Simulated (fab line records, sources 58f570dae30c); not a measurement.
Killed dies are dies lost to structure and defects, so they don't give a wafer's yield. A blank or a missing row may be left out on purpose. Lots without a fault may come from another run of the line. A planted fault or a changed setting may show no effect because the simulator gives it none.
A struck lot beside a sound one | flow berkeley_cmos170 | 29 steps out of a route of 331
Sound: wafers L760.2, L760.3, L760.6. Struck: wafer L772.6. (L772.4, L772.5 of the same lot were not struck and are left out.) The cause comes at the end.
At each step with rows: each side's tool, then ch and its chambers, then its first start. Under that, the readings that differ: sound wafers | struck wafers | difference of the means | sigmas: that difference in standard deviations of wafers without a fault.
alike: readings whose means differ by less than 2 such deviations, and words and numbers that are the same on both sides. not compared: withheld readings, readings that some wafer has no value for, bounds like >300 that may hide the same value, and numbers for which the record gives no deviation and whose values overlap.
The two part at a step that has a row with sigmas, a row that says differs or no value, or rows on one side only. Numbers that don't overlap but have no deviation are shown without sigmas and don't part them. A reading that every wafer of one side lacks parts them only if that side has two wafers or more.

UCB170_ACTIVE_THK_MEAS_03:
  sound on film_metro-04, day 4 16:36; struck on film_metro-02, day 7 12:59
  alike: ACTIVE_OXIDE_THK
then, 2 steps without rows for these wafers: UCB170_ACTIVE_ANNEAL_04 (time 900 s); UCB170_ACTIVE_CVD_05 (deposits Si3N4 from SiH2Cl2/NH3, target thk 220 nm, time 3300 s).
UCB170_ACTIVE_THK_MEAS_06:
  sound on film_metro-04, day 4 22:43; struck on film_metro-02, day 7 17:47
  alike: ACTIVE_NITRIDE_THK
then, 6 steps without rows for these wafers: UCB170_ACTIVE_HMDS_07 (prime time 60 s); UCB170_ACTIVE_COAT_08 (resist thk 900 nm); UCB170_ACTIVE_SOFTBAKE_09 (time 57.21 s); UCB170_ACTIVE_EXPOSE_10 (exposes mask ACTIVE, target cd 1200 nm); UCB170_ACTIVE_PEB_11; UCB170_ACTIVE_DEVELOP_12 (develop time 45 s).
UCB170_ACTIVE_CD_MEAS_13: target cd 1200 nm.
  sound on cd_sem-01, day 4 23:38; struck on cd_sem-01, day 7 19:09
  alike: cd_nm
UCB170_ACTIVE_OVL_MEAS_14:
  sound on overlay-01, day 4 23:44; struck on overlay-02, day 7 19:14
  alike: ACTIVE_OVL
UCB170_ACTIVE_ETCH_15: etches Si3N4 in CH3F/Ar/O2, stops on SiO2, target depth 242 nm, time 151 s.
  sound on rie_diel-03 ch 2,3, day 4 23:46; struck on rie_diel-03 ch 2, day 7 19:15
  reading                                       | sound             | struck | difference | sigmas
  oes_product_au (a.u.)                         | 0.946 0.961 0.954 | 0.915  | -0.039     | -3
  model.KrF_of_ACTIVE_COAT_08.thk_nm (nm)       | 722.6 720.5 720.6 | 711.4  | -9.8       |
  model.SiO2_of_ACTIVE_OXIDATION_02.thk_nm (nm) | 22.9 22.68 22.61  | 19.79  | -2.94      |
  alike: drypump_motor_current_A, throttle_valve_pct
  not compared: rf_hours_counter_h
UCB170_ACTIVE_STRIP_16: strips in O2.
  sound on plasma_asher-04 ch 1, day 4 23:52; struck on plasma_asher-02 ch 1, day 7 19:23
  reading                      | sound             | struck | difference | sigmas
  strip_time_to_endpoint_s (s) | 18.03 18.02 17.98 | 17.78  | -0.23      | -3
  alike: drypump_motor_current_A, oes_product_au
  not compared: rf_hours_counter_h
UCB170_ACTIVE_CD_MEAS_90: target cd 1200 nm.
  sound on cd_sem-02, day 5 00:02; struck on cd_sem-02, day 7 19:31
  alike: cd_nm
then, 7 steps without rows for these wafers: UCB170_ACTIVE_CLEAN_17 (cleans in SPM, time 600 s); UCB170_PFIELD_HMDS_00 (prime time 60 s); UCB170_PFIELD_COAT_01 (resist thk 900 nm); UCB170_PFIELD_SOFTBAKE_02 (time 60 s); UCB170_PFIELD_EXPOSE_03 (exposes mask PFIELD, target cd 1500 nm); UCB170_PFIELD_PEB_04; UCB170_PFIELD_DEVELOP_05 (develop time 45 s).
UCB170_PFIELD_OVL_MEAS_06:
  sound on overlay-01, day 5 01:46; struck on overlay-01, day 7 21:50
  alike: PFIELD_OVL
then, 1 step without rows for these wafers: UCB170_PFIELD_IMPLANT_07.
UCB170_PFIELD_STRIP_08: strips in O2.
  sound on plasma_asher-01 ch 0,1, day 5 01:57; struck on plasma_asher-01 ch 1, day 7 22:02
  alike: drypump_motor_current_A, oes_product_au, strip_time_to_endpoint_s
  not compared: rf_hours_counter_h
UCB170_PFIELD_TW_MEAS_09:
  sound on film_metro-03, day 5 02:04; struck on film_metro-03, day 7 22:08
  alike: PFIELD_TW
UCB170_FIELD_CLEAN_00: cleans in dHF, time 7.5 s.
  sound on wet_bench-01 ch 0, day 5 02:07; struck on wet_bench-01 ch 3, day 7 22:19
  reading                                       | sound             | struck | difference | sigmas
  model.SiO2_of_ACTIVE_OXIDATION_02.thk_nm (nm) | 21.44 21.23 21.15 | 18.33  | -2.94      |
then, 1 step without rows for these wafers: UCB170_FIELD_OXIDATION_01 (target thk 558.3 nm, ox time 7200 s).
UCB170_M3_PROBE_99:
  the record has rows for the sound wafers here (prober-01, day 8 21:37) and none for the struck ones

WHERE THEY PART
First at UCB170_ACTIVE_ETCH_15; last, within this record, at UCB170_M3_PROBE_99.

WHY: what the simulator had put in
Process parameter drift: rie_diel-03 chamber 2, from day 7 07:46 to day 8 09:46, at UCB170_ACTIVE_ETCH_15. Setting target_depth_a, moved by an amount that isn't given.
